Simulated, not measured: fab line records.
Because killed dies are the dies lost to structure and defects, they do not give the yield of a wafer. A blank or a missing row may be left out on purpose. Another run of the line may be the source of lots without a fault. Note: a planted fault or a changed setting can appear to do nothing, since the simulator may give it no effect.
fab line records	flow berkeleyCmos170
record: lots: 15	wafers: 45	lastDay: 12
route steps=331 shown START@1 NWELL@29 SDANNEAL@204 V1@267
lots that met no fault: taken from a fault-free run of the same line
startH: the number of hours between the record's first day and the start of the first shown wafer of the lot	waitH: time in hours since the lot's previous step	" unchanged from the row above	L1.1+2: a single row standing in for several wafers	- no value present, or no start provided	* or withheld: withheld	< > ~ a bound
route shown NAME@n: names a module that has steps shown in the file, with the first one's number in the route	usual: mean/standard deviation taken from wafers without a fault	same: alike in all rows	chamber/n: place in a boat	sites: per-site readings	_std_site: standard deviation of those values	_edge_site: the outer-site mean with the inner-site mean subtracted	radiusMm: for every site, how far away it sits from the centre of the wafer	mask NAME#n: copy n	behind: the tool/chamber that last shaped the wafer	hold: why the lot went on hold/how many hours it stayed there/how the hold came to an end	device: whichever transistor did not switch (one of n, p or np)	end of line: tests of these same wafers at the route's end	where a step has no rows: the recipe by itself	killed: at the first sort, the dies lost to defects and structure; wafer yield is something else	map: a wafer's dies, marking killed ones x, the rest . and places with no die _
set.NAME: the setting the step ran with; set.NAME@STEP: the setting that earlier step ran with	model.NAME: the simulator's own value behind a step, which no gauge read
a sample of lots followed through the steps of the route, with each step as a table and each wafer as a row
services: the hour from which a tool's chamber was out of use, counted from the record's first day as startH (under 0 if before that day), plus the number of hours and why
== steps ==
step: UCB170_START_BOW_MEAS_00
recipe: mode: bow
usual: INCOMING_BOW: 0/6.7
lot.wafer	tool	chamber	startH	waitH	INCOMING_BOW[um]
L138.3	filmMetro-04	-	10.04	-	7
L138.5	"	-	"	"	-15
L138.6	"	-	"	"	4
L139.1	filmMetro-04	-	15.00	-	-7
L139.2	"	-	"	"	7
L139.6	"	-	"	"	-5
L140.1	filmMetro-02	-	20.00	-	-4
L140.5	"	-	"	"	-1
L140.6	"	-	"	"	-12
L141.1	filmMetro-04	-	25.00	-	4
L141.3	"	-	"	"	0
L141.5	"	-	"	"	-4
L142.1	filmMetro-04	-	30.00	-	-16
L142.4	"	-	"	"	5
L142.5	"	-	"	"	-10
L143.2	filmMetro-03	-	35.02	-	-2
L143.3	"	-	"	"	3
L143.4	"	-	"	"	-1
L144.2	filmMetro-03	-	40.02	-	-3
L144.4	"	-	"	"	-4
L144.6	"	-	"	"	0
L145.2	filmMetro-03	-	45.02	-	-7
L145.3	"	-	"	"	4
L145.5	"	-	"	"	6
L146.1	filmMetro-04	-	50.00	-	12
L146.3	"	-	"	"	-20
L146.6	"	-	"	"	-1
L147.1	filmMetro-03	-	55.00	-	1
L147.2	"	-	"	"	-1
L147.5	"	-	"	"	2
L150.2	filmMetro-03	-	70.02	-	4
L150.3	"	-	"	"	8
L150.5	"	-	"	"	-3
L155.1	filmMetro-04	-	95.00	-	6
L155.2	"	-	"	"	0
L155.4	"	-	"	"	7
L159.3	filmMetro-03	-	115.04	-	1
L159.4	"	-	"	"	-6
L159.5	"	-	"	"	-3
L160.1	filmMetro-03	-	120.00	-	-6
L160.3	"	-	"	"	2
L160.4	"	-	"	"	8
L161.1	filmMetro-04	-	125.00	-	-4
L161.3	"	-	"	"	3
L161.4	"	-	"	"	-6
step: UCB170_NWELL_STRIP_15
recipe: chemistry: O2	powerW: 400	pressureMtorr: 3500	platenTempC: withheld	o2FlowSccm: 400	overashFraction: 0.5
usual: drypumpMotorCurrentA: 5.82/0.22	oesProductAu: 0.721/0.0049	stripTimeToEndpointS: 18.04/0.096
lot.wafer	tool	chamber	startH	waitH	drypumpMotorCurrentA	oesProductAu	rfHoursCounterH	stripTimeToEndpointS
L138.3	plasmaAsher-02	1	36.64	0.1	5.82	0.721	-	18.05
L138.5	"	0	"	"	5.36	0.733	-	18.06
L138.6	"	1	"	"	5.80	0.717	-	17.84
L139.1	plasmaAsher-04	0	38.25	0.1	5.90	0.720	23	18.15
L139.2	"	1	"	"	6.10	0.721	23	18.08
L139.6	"	0	"	"	5.91	0.723	-	18.03
L140.1	plasmaAsher-04	0	41.31	0.1	5.87	0.717	23	17.99
L140.5	"	1	"	"	6.09	0.723	-	18.08
L140.6	"	0	"	"	5.90	0.722	-	18.00
L141.1	plasmaAsher-02	1	46.58	0.1	5.83	0.729	35	17.89
L141.3	"	1	"	"	5.79	0.722	-	18.05
L141.5	"	0	"	"	5.39	0.719	-	18.10
L142.1	plasmaAsher-03	0	51.67	0.1	5.94	0.722	32	17.91
L142.4	"	0	"	"	5.91	0.721	-	17.95
L142.5	"	0	"	"	5.93	0.726	-	17.88
L143.2	plasmaAsher-04	1	51.75	0.1	6.08	0.719	25	18.13
L143.3	"	0	"	"	5.90	0.722	-	18.14
L143.4	"	1	"	"	6.08	0.716	-	18.08
L144.2	plasmaAsher-02	1	60.50	0.1	5.80	0.721	37	17.94
L144.4	"	0	"	"	5.39	0.723	-	17.92
L144.6	"	0	"	"	5.37	0.717	-	18.00
L145.2	plasmaAsher-02	1	67.54	0.1	5.82	0.717	37	18.04
L145.3	"	1	"	"	5.77	0.709	-	17.97
L145.5	"	0	"	"	5.39	0.724	-	17.96
L147.1	plasmaAsher-04	1	74.40	0.1	6.06	0.719	27	18.20
L147.2	"	0	"	"	5.87	0.730	27	18.20
L147.5	"	1	"	"	6.06	0.727	-	18.09
L146.1	plasmaAsher-03	0	74.73	0.1	5.92	0.730	34	17.84
L146.3	"	0	"	"	5.89	0.708	-	17.88
L146.6	"	0	"	"	5.89	0.718	-	17.90
L150.2	plasmaAsher-03	1	88.63	0.1	5.67	0.730	36	17.97
L150.3	"	1	"	"	5.65	0.725	-	18.06
L150.5	"	0	"	"	5.89	0.726	-	17.98
L155.1	plasmaAsher-02	1	123.69	0.1	5.84	0.725	1	18.17
L155.2	"	0	"	"	5.38	0.727	1	18.03
L155.4	"	0	"	"	5.39	0.726	-	18.00
L160.1	plasmaAsher-02	1	140.70	0.1	5.84	0.729	3	18.13
L160.3	"	1	"	"	5.83	0.721	-	18.24
L160.4	"	0	"	"	5.37	0.715	-	18.23
L159.3	plasmaAsher-04	1	140.90	0.1	6.07	0.723	-	17.94
L159.4	"	0	"	"	5.87	0.725	-	18.04
L159.5	"	1	"	"	6.04	0.724	-	17.98
L161.1	plasmaAsher-04	1	146.00	0.1	6.09	0.717	35	18.10
L161.3	"	1	"	"	6.09	0.716	-	18.05
L161.4	"	0	"	"	5.89	0.723	-	18.04
step: UCB170_SDANNEAL_RTA_00
recipe: tempC: 900	timeS: 10	ambient: N2
usual: annealTempCMax: 904.4/0.89	chamberO2Ppm: 1.999/0.021	lampPowerPct: 22.8/1.9	wafer_temp_C_max: 903.8/0.77
lot.wafer	tool	chamber	startH	waitH	annealTempCMax	chamberO2Ppm	lampPowerPct	wafer_temp_C_max
L138.3	rtpAnneal-01	0	145.50	0.0	903.1	2.001	21.1	904.2
L138.5	"	0	"	"	902.9	1.999	21.1	902.5
L138.6	"	0	"	"	904.9	1.970	21.1	903.3
L140.1	rtpAnneal-01	0	145.66	0.0	903.2	1.949	21.1	903.1
L140.5	"	0	"	"	903.4	1.972	21.1	902.8
L140.6	"	0	"	"	903.7	1.988	21.1	902.5
L139.1	rtpAnneal-01	0	145.92	0.0	903.6	1.993	21.1	902.7
L139.2	"	0	"	"	903.7	2.030	21.1	905.1
L139.6	"	0	"	"	904.7	2.015	21.1	903.6
L141.1	rtpAnneal-01	0	150.13	0.0	903.2	2.017	21.1	902.7
L141.3	"	0	"	"	904.1	1.992	21.1	904.4
L141.5	"	0	"	"	905.1	1.990	21.1	904.0
L143.2	rtpAnneal-02	0	158.29	0.0	903.5	1.985	24.9	903.3
L143.3	"	0	"	"	905.1	1.999	24.9	903.7
L143.4	"	0	"	"	905.2	2.019	24.9	905.2
L142.1	rtpAnneal-01	0	158.34	0.0	904.5	1.944	21.1	904.4
L142.4	"	0	"	"	903.1	2.018	21.1	903.2
L142.5	"	0	"	"	906.2	2.018	21.1	903.5
L144.2	rtpAnneal-02	0	167.18	0.0	905.6	1.992	24.9	906.6
L144.4	"	0	"	"	903.5	1.993	24.9	904.6
L144.6	"	0	"	"	906.8	1.999	24.9	904.7
L145.2	rtpAnneal-01	-	167.69	0.0	-	-	-	-
L145.3	"	-	"	"	-	-	-	-
L145.5	"	-	"	"	-	-	-	-
L147.1	rtpAnneal-01	-	185.46	0.0	-	-	-	-
L147.2	"	-	"	"	-	-	-	-
L147.5	"	-	"	"	-	-	-	-
L146.1	rtpAnneal-02	-	186.29	0.0	-	-	-	-
L146.3	"	-	"	"	-	-	-	-
L146.6	"	-	"	"	-	-	-	-
L150.2	rtpAnneal-01	0	191.39	0.0	903.8	1.998	21.1	903.5
L150.3	"	0	"	"	904.9	2.033	21.1	904.6
L150.5	"	0	"	"	903.4	2.040	21.1	903.6
L155.1	rtpAnneal-01	0	226.20	0.0	904.6	1.976	21.1	903.8
L155.2	"	0	"	"	906.8	1.961	21.1	903.8
L155.4	"	0	"	"	905.1	1.975	21.1	904.1
L160.1	rtpAnneal-01	0	234.39	0.0	903.3	2.024	21.1	903.2
L160.3	"	0	"	"	903.6	2.018	21.1	902.5
L160.4	"	0	"	"	904.3	1.991	21.1	903.1
L159.3	rtpAnneal-02	0	234.86	0.0	905.9	2.007	25.0	904.5
L159.4	"	0	"	"	905.2	1.987	24.9	904.0
L159.5	"	0	"	"	908.2	1.985	24.9	903.4
L161.1	rtpAnneal-01	0	245.00	0.0	903.9	2.010	21.1	904.8
L161.3	"	0	"	"	904.3	1.985	21.1	904.0
L161.4	"	0	"	"	904.1	2.026	21.1	902.8
step: UCB170_V1_OVL_MEAS_13
usual: V1_OVL: 1/5
lot.wafer	tool	chamber	startH	waitH	V1_OVL[nm]
L138.3	overlay-01	-	158.31	0.1	8
L138.5	"	-	"	"	6
L138.6	"	-	"	"	6
L140.1	overlay-01	-	158.42	0.1	-1
L140.5	"	-	"	"	-1
L140.6	"	-	"	"	-9
L139.1	overlay-01	-	158.67	0.1	5
L139.2	"	-	"	"	-3
L139.6	"	-	"	"	7
L141.1	overlay-02	-	165.66	0.1	6
L141.3	"	-	"	"	10
L141.5	"	-	"	"	6
L143.2	overlay-02	-	175.69	0.1	6
L143.3	"	-	"	"	9
L143.4	"	-	"	"	3
L142.1	overlay-01	-	175.99	0.1	-3
L142.4	"	-	"	"	-11
L142.5	"	-	"	"	-9
L144.2	overlay-01	-	183.76	0.1	0
L144.4	"	-	"	"	3
L144.6	"	-	"	"	-2
L150.2	overlay-01	-	206.94	0.1	-2
L150.3	"	-	"	"	1
L150.5	"	-	"	"	3
L155.1	overlay-02	-	240.24	0.1	7
L155.2	"	-	"	"	0
L155.4	"	-	"	"	8
L159.3	overlay-01	-	250.67	0.1	-8
L159.4	"	-	"	"	1
L159.5	"	-	"	"	-2
L160.1	overlay-02	-	250.87	0.1	-5
L160.3	"	-	"	"	-3
L160.4	"	-	"	"	6
L161.1	overlay-02	-	263.12	0.1	3
L161.3	"	-	"	"	3
L161.4	"	-	"	"	-7
== services ==
tool	chamber	startH	hours	kind
plasmaAsher-04	-	54.96	2.8	pm
plasmaAsher-02	-	68.65	0.8	repair
plasmaAsher-02	-	108.75	9.0	pm
plasmaAsher-02	0	108.75	9.0	ventCycle
plasmaAsher-02	1	108.75	9.0	ventCycle
plasmaAsher-02	0	117.75	-	clean
plasmaAsher-02	1	117.75	-	clean
rtpAnneal-02	-	144.34	6.0	pm
plasmaAsher-02	-	146.21	1.0	repair
plasmaAsher-03	-	152.96	14.6	pm
plasmaAsher-04	-	166.36	14.6	pm
rtpAnneal-01	-	230.79	3.4	pm
== key ==
firstSign: step: UCB170_SDANNEAL_RTA_00	reading: toolRecord	direction: missing
effect none on later readings
metAt UCB170_SDANNEAL_RTA_00
struckLots L145,L146,L147
laterRowsLeftOut L145.2,L145.3,L145.5,L146.1,L146.3,L146.6,L147.1,L147.2,L147.5
sortLeftOut L145.2,L145.3,L145.5,L146.1,L146.3,L146.6,L147.1,L147.2,L147.5
testerLeftOut L145,L146,L147
notActingAt UCB170_START_BOW_MEAS_00,UCB170_NWELL_STRIP_15,UCB170_V1_OVL_MEAS_13
onsetBetween 167.18 167.69
fault: kind: skippedStepWhole	tool: rtpAnneal-01,rtpAnneal-02	chamber: -	onsetH: 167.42	steps: UCB170_SDANNEAL_RTA_00	scope: struckLotsOnly
testerLeftOut: of these lots the tester's yield and bins aren't shown, on N5 and GAA mostly nor the transistor test; their killed dies are dies lost to structure and defects alone, not to doping, threshold or leakage, so they don't give the yield
sortLeftOut: the simulated sort isn't trusted on such a fault, so these wafers' sort isn't shown, and their yield isn't known
laterRowsLeftOut: the simulator's readings of these wafers behind a module that went badly wrong aren't trusted and aren't shown, but for the sort
